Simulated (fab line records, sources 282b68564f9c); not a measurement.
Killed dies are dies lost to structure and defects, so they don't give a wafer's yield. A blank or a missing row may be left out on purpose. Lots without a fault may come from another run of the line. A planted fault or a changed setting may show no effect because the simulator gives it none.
fab line records | flow rit_cmos
record lots=15 wafers=45 last_day=7
route steps=202 shown NRETRO@63 PSD@148 CONTACT@180 M1@202
lots that met no fault: from a run of the same line without faults
start_h: hours from the record's first day to the start of the lot's first wafer shown | wait_h: hours since the lot's step before | " the same as in the row above | L1.1+2: a row that stands for several wafers | - no value, or no start given | * or withheld: withheld | < > ~ a bound
route shown NAME@n: a module of which the file shows steps, and the number in the route of the first | usual: mean/standard deviation of fault-free wafers | same: alike in all rows | chamber/n: place in a boat | sites: the reading at each site | _std_site: their standard deviation | _edge_site: outer sites' mean less inner sites' | radius_mm: how far each site lies from the wafer's centre | mask NAME#n: copy n | behind: the tool/chamber that last shaped the wafer | hold: why the lot was held/for how many hours/how that ended | device: the transistor (n, p or np) that didn't switch | end of line: the same wafers' tests at the end of the route | a step without rows: its recipe alone | killed: dies lost to structure and defects at the first sort, not the wafer's yield | map: a wafer's dies, x killed, . not, _ none there
set.NAME: the setting as run; set.NAME@STEP: as run at that earlier step | model.NAME: the simulator's own value behind a step, which no gauge read
steps of the route over a sample of lots; a table a step, a row a wafer
services: from which hour (start_h, from the record's first day; less than 0 if before it) a tool's chamber was out of use, for how many hours, and why
## steps
# step RIT_NRETRO_TW_MEAS_10
# usual NRETRO_TW=1048/6.7
# columns lot.wafer tool chamber start_h wait_h NRETRO_TW
L469.2 film_metro-04 - 34.55 0.1 1039
L469.5 " - " " 1038
L469.6 " - " " 1038
L473.1 film_metro-04 - 55.47 0.1 1036
L473.2 " - " " 1039
L473.5 " - " " 1031
L474.2 film_metro-02 - 59.21 0.1 1053
L474.4 " - " " 1053
L474.6 " - " " 1058
L475.3 film_metro-04 - 62.33 0.1 1035
L475.4 " - " " 1040
L475.5 " - " " 1040
L476.3 film_metro-03 - 66.43 0.1 1059
L476.5 " - " " 1056
L476.6 " - " " 1052
L477.1 film_metro-02 - 71.63 0.1 1053
L477.2 " - " " 1059
L477.6 " - " " 1060
L481.1 film_metro-04 - 98.78 0.1 1041
L481.2 " - " " 1042
L481.6 " - " " 1041
L482.1 film_metro-04 - 105.34 0.1 1043
L482.2 " - " " 1044
L482.3 " - " " 1045
L483.1 film_metro-03 - 105.65 0.1 1049
L483.2 " - " " 1052
L483.6 " - " " 1050
L485.2 film_metro-02 - 119.14 0.1 1051
L485.4 " - " " 1050
L485.6 " - " " 1054
L487.3 film_metro-02 - 129.98 0.1 1050
L487.4 " - " " 1052
L487.5 " - " " 1051
L488.1 film_metro-02 - 133.28 0.1 1049
L488.3 " - " " 1049
L488.5 " - " " 1047
L490.3 film_metro-03 - 139.23 0.1 1048
L490.4 " - " " 1050
L490.6 " - " " 1044
L491.1 film_metro-04 - 147.11 0.1 1041
L491.3 " - " " 1038
L491.4 " - " " 1035
L492.1 film_metro-02 - 150.73 0.1 1057
L492.2 " - " " 1056
L492.5 " - " " 1061
# step RIT_PSD_OVL_MEAS_06
# usual PSD_OVL=0.6/1.2
# columns lot.wafer tool chamber start_h wait_h PSD_OVL[nm]
L469.2 overlay-01 - 58.92 - -1.6
L469.5 " - " " -0.4
L469.6 " - " " -0.6
L473.1 overlay-01 - 75.47 - 1.9
L473.2 " - " " -0.6
L473.5 " - " " 2.3
L474.2 overlay-01 - 79.46 - 1.4
L474.4 " - " " 1.9
L474.6 " - " " 3.0
L475.3 overlay-02 - 82.05 - -0.6
L475.4 " - " " 0.7
L475.5 " - " " -0.5
L476.3 overlay-02 - 86.26 - 1.6
L476.5 " - " " 1.6
L476.6 " - " " 0.5
L477.1 overlay-01 - 94.70 - -0.6
L477.2 " - " " -1.1
L477.6 " - " " -1.4
L481.1 overlay-02 - 125.74 - -0.4
L481.2 " - " " 0.4
L481.6 " - " " 2.5
L482.1 overlay-02 - 131.38 - 0.0
L482.2 " - " " 0.6
L482.3 " - " " 0.0
L483.1 overlay-01 - 131.87 - -0.6
L483.2 " - " " -0.7
L483.6 " - " " 0.6
L485.2 overlay-02 - 142.27 - 1.8
L485.4 " - " " 0.0
L485.6 " - " " -0.2
L487.3 overlay-01 - 150.01 - -1.7
L487.4 " - " " -1.5
L487.5 " - " " 0.7
L488.1 overlay-02 - 154.64 - 1.0
L488.3 " - " " 1.1
L488.5 " - " " 2.0
L490.3 overlay-01 - 161.97 - 2.4
L490.4 " - " " 0.5
L490.6 " - " " 1.4
L491.1 overlay-01 - 167.01 - 0.5
L491.3 " - " " 0.3
L491.4 " - " " -0.9
L492.1 overlay-02 - 169.80 - 0.9
L492.2 " - " " 1.1
L492.5 " - " " 1.0
# step RIT_PSD_IMPLANT_08
# recipe species=BF2 energy_kev=27 dose_cm2=5e+15 tilt_deg=7
# usual beam_energy_keV=27.001/0.008
# columns lot.wafer tool chamber start_h wait_h beam_energy_keV
L469.2 implanter-02 0 59.13 0.1 27.004
L469.5 " 0 " " 26.993
L469.6 " 0 " " 27.002
L473.1 implanter-02 0 75.65 0.1 27.000
L473.2 " 0 " " 26.991
L473.5 " 0 " " 27.003
L474.2 implanter-02 0 79.67 0.1 27.007
L474.4 " 0 " " 26.996
L474.6 " 0 " " 27.005
L475.3 implanter-02 0 82.28 0.1 26.990
L475.4 " 0 " " 26.993
L475.5 " 0 " " 26.989
L476.3 implanter-02 0 86.49 0.1 26.992
L476.5 " 0 " " 26.988
L476.6 " 0 " " 26.991
L477.1 implanter-01 0 94.88 0.1 27.001
L477.2 " 0 " " 27.009
L477.6 " 0 " " 27.007
L481.1 implanter-02 0 125.92 0.1 30.515
L481.2 " 0 " " 30.512
L481.6 " 0 " " 30.505
L482.1 implanter-02 0 131.56 0.1 30.512
L482.2 " 0 " " 30.489
L482.3 " 0 " " 30.509
L483.1 implanter-03 0 132.09 0.1 26.996
L483.2 " 0 " " 26.992
L483.6 " 0 " " 26.989
L485.2 implanter-02 0 142.47 0.1 30.514
L485.4 " 0 " " 30.504
L485.6 " 0 " " 30.514
L487.3 implanter-03 0 150.24 0.1 27.009
L487.4 " 0 " " 27.001
L487.5 " 0 " " 27.002
L488.1 implanter-01 0 154.94 0.1 26.992
L488.3 " 0 " " 26.997
L488.5 " 0 " " 27.002
L490.3 implanter-01 0 162.19 0.1 27.003
L490.4 " 0 " " 26.998
L490.6 " 0 " " 27.006
L491.1 implanter-01 0 167.39 0.1 26.999
L491.3 " 0 " " 27.000
L491.4 " 0 " " 26.998
L492.1 implanter-01 0 169.99 0.1 26.996
L492.2 " 0 " " 27.006
L492.5 " 0 " " 27.008
# step RIT_PSD_TW_MEAS_10
# usual PSD_TW=3443/21
# columns lot.wafer tool chamber start_h wait_h hold PSD_TW
L469.2 film_metro-03 - 59.44 0.1 - 3454
L469.5 " - " " - 3460
L469.6 " - " " - 3477
L473.1 film_metro-02 - 75.98 0.1 - 3454
L473.2 " - " " - 3460
L473.5 " - " " - 3463
L474.2 film_metro-03 - 79.98 0.1 - 3438
L474.4 " - " " - 3416
L474.6 " - " " - 3431
L475.3 film_metro-03 - 82.57 0.1 - 3447
L475.4 " - " " - 3427
L475.5 " - " " - 3452
L476.3 film_metro-03 - 86.78 0.1 - 3449
L476.5 " - " " - 3445
L476.6 " - " " - 3455
L477.1 film_metro-04 - 95.21 0.1 - 3439
L477.2 " - " " - 3441
L477.6 " - " " - 3464
L481.1 film_metro-03 - 126.25 0.1 await_dispo/0.2h/release 3577
L481.2 " - " " await_dispo/0.2h/release 3565
L481.6 " - " " await_dispo/0.2h/release 3566
L481.1 film_metro-03 - 126.48 0.2 - 3557
L481.2 " - " " - 3557
L481.6 " - " " - 3580
L482.1 film_metro-02 - 132.04 0.1 await_dispo/0.2h/release 3552
L482.2 " - " " await_dispo/0.2h/release 3578
L482.3 " - " " await_dispo/0.2h/release 3552
L482.1 film_metro-02 - 132.26 0.2 - 3531
L482.2 " - " " - 3553
L482.3 " - " " - 3534
L483.1 film_metro-04 - 132.42 0.1 - 3430
L483.2 " - " " - 3415
L483.6 " - " " - 3424
L485.2 film_metro-03 - 142.78 0.1 await_dispo/0.2h/release 3545
L485.4 " - " " await_dispo/0.2h/release 3562
L485.6 " - " " await_dispo/0.2h/release 3569
L485.2 film_metro-03 - 143.01 0.2 - 3563
L485.4 " - " " - 3547
L485.6 " - " " - 3546
L487.3 film_metro-03 - 150.53 0.1 - 3462
L487.4 " - " " - 3471
L487.5 " - " " - 3480
L488.1 film_metro-04 - 155.27 0.1 - 3422
L488.3 " - " " - 3406
L488.5 " - " " - 3408
L490.3 film_metro-04 - 162.49 0.1 - 3405
L490.4 " - " " - 3410
L490.6 " - " " - 3431
L491.1 film_metro-02 - 167.72 0.1 - 3458
L491.3 " - " " - 3462
L491.4 " - " " - 3458
L492.1 film_metro-02 - 170.31 0.1 - 3460
L492.2 " - " " - 3470
L492.5 " - " " - 3452
# step RIT_SDANNEAL_RS_MEAS_04
# recipe thk_meas_gauge=four-point-probe
# usual PSD_RS=116.06/0.29
# columns lot.wafer tool chamber start_h wait_h hold PSD_RS[ohm/sq]
L469.2 film_metro-04 - 59.95 0.1 - 115.63
L469.5 " - " " - 116.02
L469.6 " - " " - 116.03
L473.1 film_metro-03 - 76.50 0.0 - 115.90
L473.2 " - " " - 116.25
L473.5 " - " " - 116.21
L474.2 film_metro-02 - 80.49 0.1 - 116.10
L474.4 " - " " - 115.75
L474.6 " - " " - 115.91
L475.3 film_metro-02 - 83.25 0.1 - 116.36
L475.4 " - " " - 115.91
L475.5 " - " " - 116.32
L476.3 film_metro-03 - 87.32 0.1 - 115.70
L476.5 " - " " - 115.93
L476.6 " - " " - 116.23
L477.1 film_metro-04 - 95.73 0.0 - 116.28
L477.2 " - " " - 116.50
L477.6 " - " " - 116.00
L481.1 film_metro-03 - 131.02 0.1 await_dispo/0.2h/release 108.88
L481.2 " - " " await_dispo/0.2h/release 108.74
L481.6 " - " " await_dispo/0.2h/release 108.81
L481.1 film_metro-03 - 131.38 0.3 - 108.88
L481.2 " - " " - 108.61
L481.6 " - " " - 108.70
L483.1 film_metro-03 - 132.90 0.0 - 115.72
L483.2 " - " " - 115.59
L483.6 " - " " - 115.79
L485.2 film_metro-02 - 145.34 0.1 await_dispo/0.2h/release 108.84
L485.4 " - " " await_dispo/0.2h/release 109.06
L485.6 " - " " await_dispo/0.2h/release 109.22
L485.2 film_metro-02 - 145.62 0.3 - 108.79
L485.4 " - " " - 109.37
L485.6 " - " " - 109.28
L487.3 film_metro-02 - 151.23 0.1 - 116.37
L487.4 " - " " - 116.29
L487.5 " - " " - 116.40
L488.1 film_metro-02 - 155.94 0.0 - 116.58
L488.3 " - " " - 116.24
L488.5 " - " " - 116.33
L490.3 film_metro-02 - 163.18 0.1 - 115.59
L490.4 " - " " - 115.73
L490.6 " - " " - 115.69
L491.1 film_metro-02 - 168.22 0.0 - 116.33
L491.3 " - " " - 116.30
L491.4 " - " " - 116.15
L492.1 film_metro-02 - 170.83 0.0 - 115.99
L492.2 " - " " - 115.82
L492.5 " - " " - 115.75
# step RIT_CONTACT_STRIP_12
# recipe chemistry=O2 time_s=180 resist=NOVOLAK platen_temp_c=withheld power_w=500 pressure_mtorr=4000 o2_flow_sccm=4000
# usual drypump_motor_current_A=5.3/0.36 rf_refl_power_W=6.2/1.7
# columns lot.wafer tool chamber start_h wait_h drypump_motor_current_A rf_hours_counter_h rf_refl_power_W
L469.2 plasma_asher-03 0 62.51 0.1 5.9 25 4.1
L469.5 " 0 " " 5.9 - 4.2
L469.6 " 1 " " 5.7 - 7.4
L473.1 plasma_asher-02 0 79.22 0.1 5.3 47 7.6
L473.2 " 1 " " 5.4 47 4.9
L473.5 " 0 " " 5.3 - 7.4
L474.2 plasma_asher-02 1 83.17 0.1 5.3 47 4.8
L474.4 " 0 " " 5.3 - 7.6
L474.6 " 1 " " 5.3 - 4.8
L475.3 plasma_asher-02 1 86.13 0.2 5.4 - 4.6
L475.4 " 0 " " 5.3 - 7.5
L475.5 " 1 " " 5.3 - 4.8
L476.3 plasma_asher-03 1 90.08 0.2 5.7 - 7.7
L476.5 " 1 " " 5.7 - 7.7
L476.6 " 0 " " 5.9 - 4.3
L477.1 plasma_asher-01 0 98.77 0.1 5.0 44 4.5
L477.2 " 1 " " 4.8 44 8.2
L477.6 " 1 " " 4.9 - 8.2
L483.1 plasma_asher-01 1 135.71 0.1 4.9 49 8.1
L483.2 " 0 " " 5.0 49 4.4
L483.6 " 0 " " 5.0 - 4.3
L481.1 plasma_asher-01 1 143.38 0.1 4.8 47 8.2
L481.2 " 0 " " 5.0 47 4.5
L481.6 " 0 " " 5.0 - 4.4
L485.2 plasma_asher-02 1 151.54 0.1 5.3 54 4.9
L485.4 " 0 " " 5.3 - 7.8
L485.6 " 1 " " 5.3 - 4.6
L487.3 plasma_asher-01 0 154.24 0.2 5.0 - 4.3
L487.4 " 1 " " 4.8 - 8.4
L487.5 " 1 " " 4.9 - 8.1
L488.1 plasma_asher-01 1 158.73 0.1 4.9 52 8.0
L488.3 " 1 " " 4.9 - 8.2
L488.5 " 1 " " 4.8 - 8.2
L490.3 plasma_asher-02 1 165.79 0.2 5.4 - 4.6
L490.4 " 0 " " 5.4 - 7.6
L490.6 " 1 " " 5.3 - 4.8
L491.1 plasma_asher-01 1 171.01 0.1 4.9 53 8.4
L491.3 " 1 " " 4.9 - 8.3
L491.4 " 0 " " 5.0 - 4.2
L492.1 plasma_asher-01 0 173.66 0.1 5.0 53 4.3
L492.2 " 1 " " 4.9 53 8.3
L492.5 " 1 " " 4.9 - 8.0
# step RIT_M1_PROBE_99
# usual killed_at_contacts=0.1/0.25 killed_at_front_end=7/3.2 killed_dies=7/3.2 killed_open=3.5/2.2 killed_short=3.6/2.1
# same gross_dies=264 killed_at_M0_to_M3=0 killed_at_M4_up=0 killed_at_back_side=0 killed_at_other=0
# columns lot.wafer tool chamber start_h wait_h killed_at_contacts killed_at_front_end killed_dies killed_open killed_short
L476.3 prober-01 - 94.97 0.2 0 5 5 2 3
L476.5 prober-01 - 95.07 0.2 0 6 6 1 5
L476.6 prober-01 - 95.12 0.2 0 3 3 2 1
L477.1 prober-02 - 103.61 0.1 0 9 9 2 7
L477.2 prober-02 - 103.66 0.1 0 3 3 0 3
L477.6 prober-02 - 103.86 0.2 0 2 2 1 1
L481.1 prober-02 - 148.35 0.1 0 5 5 0 5
L481.2 prober-02 - 148.40 0.1 0 10 10 4 6
L481.6 prober-02 - 148.60 0.2 0 7 7 4 3
L485.2 prober-02 - 156.42 0.1 0 8 8 6 2
L485.4 prober-02 - 156.52 0.2 0 16 16 8 8
L485.6 prober-02 - 156.62 0.2 0 11 11 4 7
L490.3 prober-01 - 170.52 0.2 0 14 14 7 5
L490.4 prober-01 - 170.57 0.2 0 6 6 4 2
L490.6 prober-01 - 170.67 0.2 0 7 7 3 4
L492.1 prober-01 - 178.36 0.1 0 8 8 0 8
L492.2 prober-01 - 178.41 0.1 0 7 7 7 0
L492.5 prober-01 - 178.56 0.2 0 8 8 2 6
# killed by level:class
L476.3 REOX:geometric_particle:open=2 ACTIVE:geometric_particle:short=1 SPACER:geometric_particle:short=1 SILICIDE:geometric_particle:short=1
L476.5 SILICIDE:geometric_particle:short=2 FOX1:geometric_particle:short=1 FOX2:geometric_particle:short=1 REOX:geometric_particle:open=1 REOX:geometric_particle:short=1
L476.6 REOX:geometric_particle:open=1 SPACER:geometric_particle:open=1 SILICIDE:geometric_particle:short=1
L477.1 GATE:geometric_particle:short=4 SILICIDE:geometric_particle:short=3 GATE:geometric_particle:open=2
L477.2 GATE:geometric_particle:short=2 SPACER:geometric_particle:short=1
L477.6 FOX1:geometric_particle:short=1 GATE:geometric_particle:open=1
L481.1 FOX1:geometric_particle:short=3 FOX2:geometric_particle:short=1 REOX:geometric_particle:short=1
L481.2 GATE:geometric_particle:short=3 SILICIDE:geometric_particle:open=2 FOX1:geometric_particle:short=1 FOX2:geometric_particle:short=1 FOX2:geometric_particle:open=1 GATE:geometric_particle:open=1 SPACER:geometric_particle:short=1
L481.6 REOX:geometric_particle:open=3 GATE:geometric_particle:short=2 FOX1:geometric_particle:short=1 SILICIDE:geometric_particle:open=1
L485.2 GATE:geometric_particle:open=4 FOX2:geometric_particle:open=2 SPACER:geometric_particle:short=1 GATE:geometric_particle:short=1
L485.4 GATE:geometric_particle:short=5 SPACER:geometric_particle:short=3 FOX1:geometric_particle:open=2 GATE:geometric_particle:open=2 SPACER:geometric_particle:open=2 REOX:geometric_particle:open=1 SILICIDE:geometric_particle:open=1
L485.6 GATE:geometric_particle:short=3 GATE:geometric_particle:open=3 REOX:geometric_particle:short=3 FOX1:geometric_particle:open=1 SILICIDE:geometric_particle:short=1
L490.3 GATE:geometric_particle:open=4 GATE:geometric_particle:short=3 SPACER:geometric_particle:open=2 PWELL:coat_microbubble_printed=2 FOX1:geometric_particle:short=1 SILICIDE:geometric_particle:open=1 SILICIDE:geometric_particle:short=1
L490.4 GATE:geometric_particle:open=2 FOX1:geometric_particle:short=1 FOX1:geometric_particle:open=1 GATE:geometric_particle:short=1 SPACER:geometric_particle:open=1
L490.6 GATE:geometric_particle:short=2 FOX1:geometric_particle:short=1 FOX1:geometric_particle:open=1 FOX2:geometric_particle:short=1 GATE:geometric_particle:open=1 SILICIDE:geometric_particle:open=1
L492.1 GATE:geometric_particle:short=3 REOX:geometric_particle:short=2 FOX1:geometric_particle:short=1 SPACER:geometric_particle:short=1 SILICIDE:geometric_particle:short=1
L492.2 FOX1:geometric_particle:open=3 REOX:geometric_particle:open=3 GATE:geometric_particle:open=1
L492.5 FOX2:geometric_particle:short=2 ACTIVE:geometric_particle:short=1 FOX1:geometric_particle:open=1 FOX1:geometric_particle:short=1 REOX:geometric_particle:open=1 GATE:geometric_particle:short=1 REOX:geometric_particle:short=1
## services
# columns tool chamber start_h hours kind
implanter-03 - 50.85 3.1 repair
implanter-03 - 51.98 1.2 repair
implanter-01 - 66.67 3.3 pm
implanter-03 - 67.06 5.6 pm
plasma_asher-03 - 69.14 3.4 repair
implanter-01 - 92.11 1.5 repair
implanter-01 - 98.33 10.6 repair
implanter-03 - 106.03 3.0 repair
plasma_asher-03 - 121.61 15.6 pm
implanter-01 - 124.51 4.6 pm
implanter-03 - 128.25 2.3 repair
plasma_asher-03 - 146.76 0.7 repair
implanter-02 - 155.14 5.4 pm
plasma_asher-01 - 160.90 2.8 pm
implanter-02 - 165.41 6.8 repair
## key
first_sign step=RIT_PSD_IMPLANT_08 reading=beam_energy_keV direction=up sigmas=99+ usual=27.001 struck=30.508
effect step=RIT_PSD_TW_MEAS_10 reading=visit direction=added
effect step=RIT_PSD_TW_MEAS_10 reading=PSD_TW direction=up sigmas=5.7 usual=3443 struck=3563
effect step=RIT_SDANNEAL_RS_MEAS_04 reading=visit direction=added
effect step=RIT_SDANNEAL_RS_MEAS_04 reading=PSD_RS direction=down sigmas=25 usual=116.06 struck=108.92
met_at RIT_PSD_IMPLANT_08
struck_lots L481,L482,L485
rows_end L482.1,L482.2,L482.3
tester_left_out L481,L485
not_acting_at RIT_NRETRO_TW_MEAS_10,RIT_PSD_OVL_MEAS_06,RIT_CONTACT_STRIP_12
onset_between 86.49 125.92
fault kind=process_parameter_drift tool=implanter-02 chamber=- onset_h=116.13 steps=RIT_PSD_IMPLANT_08 channel=energy_kev offset=3.51 shape=step end_h=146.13 acts_in=these_recipes_only stated=27
# tester_left_out: of these lots the tester's yield and bins aren't shown, on N5 and GAA mostly nor the transistor test; their killed dies are dies lost to structure and defects alone, not to doping, threshold or leakage, so they don't give the yield
# rows_end: these wafers met a further fault down the route, and their rows from its step on are left out
